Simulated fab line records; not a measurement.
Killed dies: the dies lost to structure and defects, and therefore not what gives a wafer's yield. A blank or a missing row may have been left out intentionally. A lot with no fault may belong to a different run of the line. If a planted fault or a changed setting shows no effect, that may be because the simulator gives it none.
Comparing a struck lot with a sound one ; flow rit-cmos ; 15 steps out of a route of 202
Sound: the wafers L936.2, L936.3, L936.4. Wafers struck: L948.2, L948.3, L948.5. The cause is named last.
Per side, at each step with rows, come the tool, then ch with its chambers, and then its first start. Under that, the readings that differ: sound wafers ; struck wafers ; difference of the means ; sigmas: that difference in standard deviations of wafers without a fault.
alike: same words and numbers on both sides, and readings whose means sit less than 2 such deviations apart. not compared: any withheld reading, any reading some wafer has no value for, any bound like >300 that may hide the same value, and any number with overlapping values for which the record gives no deviation.
Wherever a step has rows on one side only, a row that says differs or no value, or a row with sigmas, the two part there. Numbers that have no deviation but don't overlap get no sigmas and don't part them. A reading missing from all wafers of one side parts the sides only when that side holds two or more wafers.

RIT_ACTIVE_THK_MEAS_04:
  struck on film-metro-01, day 4 12:34; sound on film-metro-04, day 1 23:44
reading;sound;struck;difference;sigmas
ACTIVE_NITRIDE_THK (nm);147.9 149.9 147.8;151.6 151.7 153.1;+3.6;+3
then, 6 steps without rows for these wafers: RIT_ACTIVE_HMDS_05 (prime time 60 s); RIT_ACTIVE_COAT_06 (resist thk 1000 nm); RIT_ACTIVE_SOFTBAKE_07 (time 60 s); RIT_ACTIVE_EXPOSE_08 (exposes mask M1, target cd 1400 nm); RIT_ACTIVE_PEB_09; RIT_ACTIVE_DEVELOP_10 (develop time 50 s).
RIT_ACTIVE_CD_MEAS_11 targets a cd of 1400 nm.
  struck on cd-sem-02, day 4 13:29; sound on cd-sem-01, day 2 00:39
  alike: cd-nm
then, 1 step without rows for these wafers: RIT_ACTIVE_HARDBAKE_12 (time 60 s).
RIT_ACTIVE_ETCH_13: etches Si3N4 in SF6, stops on SiO2, time 210 s, target depth 210 nm.
  sound on rie-diel-02 ch 1,2,3, day 2 00:54; struck on rie-diel-03 ch 0,1, day 4 13:44
  alike: drypump-motor-current-A, oes-product-au, rf-fwd-power-W, throttle-valve-pct
  not compared: rf-hours-counter-h
RIT_ACTIVE_STRIP_14: strips in O2, time 180 s.
  sound on plasma-asher-02 ch 0,1, day 2 01:02; struck on plasma-asher-04 ch 0,1, day 4 13:52
  alike: drypump-motor-current-A
  not compared: rf-hours-counter-h
RIT_ACTIVE_CD_MEAS_90 targets a cd of 1400 nm.
  struck on cd-sem-01, day 4 14:04; sound on cd-sem-01, day 2 01:14
  alike: cd-nm
RIT_ACTIVE_CLEAN_15: cleans in SC1, time 600 s.
  sound on wet-bench-04 ch 0, day 2 01:20; struck on wet-bench-03 ch 1, day 4 14:10
  no value came back on the struck wafers for bath-guard-temp-C (C), bath-heat-duty-pct (%), temp-c (C); on the sound wafers bath-guard-temp-C (C) reads 74.1 74.7 75.0
then, 1 step without rows for these wafers: RIT_ACTIVE_CLEAN_16 (cleans in dHF, time 30 s).
RIT_M1_PROBE_99:
  struck on prober-01, day 6 08:55; sound on prober-01, day 3 23:11
  alike: killed_at_M0_to_M3, killed-at-front-end, killed-dies, killed-open, killed-short

## WHERE THEY PART
At RIT_ACTIVE_THK_MEAS_04 first; at RIT_ACTIVE_CLEAN_15 last (within this record only). Later steps at which nothing parts them and some readings are alike: RIT_M1_PROBE_99.

WHY: whatever the simulator had introduced
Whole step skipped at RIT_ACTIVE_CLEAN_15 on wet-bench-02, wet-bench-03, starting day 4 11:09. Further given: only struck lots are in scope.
